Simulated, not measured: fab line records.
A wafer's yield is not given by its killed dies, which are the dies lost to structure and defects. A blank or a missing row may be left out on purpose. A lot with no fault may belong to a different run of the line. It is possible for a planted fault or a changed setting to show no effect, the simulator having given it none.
What tool caused it? ; flow berkeley cmos170 ; 7 lots with 21 wafers sampled at 3 steps, on a route of 331 steps

== WHAT EACH GAUGE READ, for each wafer ==
UCB170_V2_THK_MEAS_01.
lot;measured;on;V2_TEOS_THK (nm)
L712;day 8 01:31;film metro-04;1996 1963 1972
L714;day 8 03:51;film metro-03;1999 1968 2002
L715;day 8 19:16;film metro-04;1981 1983 2008
L722;day 9 17:54;film metro-04;1949 1972 1952
L727;day 10 19:11;film metro-02;1997 863 2010
L731;day 11 03:06;film metro-02;2002 2022 2025
L733;day 12 03:16;film metro-04;1977 2030 1982

== TOOL THAT RAN EACH LOT (tool first, then ch and the chambers of the sampled wafers, then the start) ==
lot;UCB170_SILICIDE_RTA_04;UCB170_V2_CVD_00
L712;rtp anneal-01 ch 0, day 7 06:28;pecvd-01 ch 0,1,2, day 8 01:21
L714;rtp anneal-02 ch 0, day 7 09:34;pecvd-04 ch 0,1, day 8 03:42
L715;rtp anneal-02 ch 0, day 7 22:45;pecvd-04 ch 0,2, day 8 19:07
L722;rtp anneal-02 ch 0, day 8 23:16;pecvd-04 ch 0,1, day 9 17:45
L727;rtp anneal-02 ch 0, day 10 02:46;pecvd-02 ch 0,1, day 10 19:02
L731;rtp anneal-02 ch 0, day 10 09:04;pecvd-04 ch 0,1, day 11 02:56
L733;rtp anneal-02 ch 0, day 11 09:55;pecvd-04 ch 1,2, day 12 03:07
- UCB170_SILICIDE_RTA_04: time 15 s.
- UCB170_V2_CVD_00: deposits SiO2 from TEOS/O2, target thk 2000 nm, time 250 s.

== THE ANSWER, worked out from the rows above alone ==
Rule: the lots themselves supply what counts as usual. The widest of any qualifying gaps counts: lots, ordered by their means at a reading, are off when they make up no more than a third of the lots, leave a main group of 4 or more, and stand apart from it by 3 or more times the standard deviation of that group's means. If all means in a main group match to the digits the tables above print for the reading, that group is not used. Also off: a lot with no number at a reading for which 4 or more lots have one. The other lots that the step has rows for count as sound.
Off: at UCB170_V2_THK_MEAS_01 (V2_TEOS_THK), L727. Main group: mean 1988 nm, sd 18.
If a tool, at a process step before that reading, ran all the lots that are off and no sound lot after the first of them, it fits. Gauges at UCB170_V2_THK_MEAS_01: tried the same way as those tools. One fits: pecvd-02 at UCB170_V2_CVD_00. It ran no sound lot before its first lot that is off in this sample, so the start can't be narrowed down.

== WHAT THE SIMULATOR HAD PUT IN ==
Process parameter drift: pecvd-02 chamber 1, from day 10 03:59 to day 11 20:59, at UCB170_V2_CVD_00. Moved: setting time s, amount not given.
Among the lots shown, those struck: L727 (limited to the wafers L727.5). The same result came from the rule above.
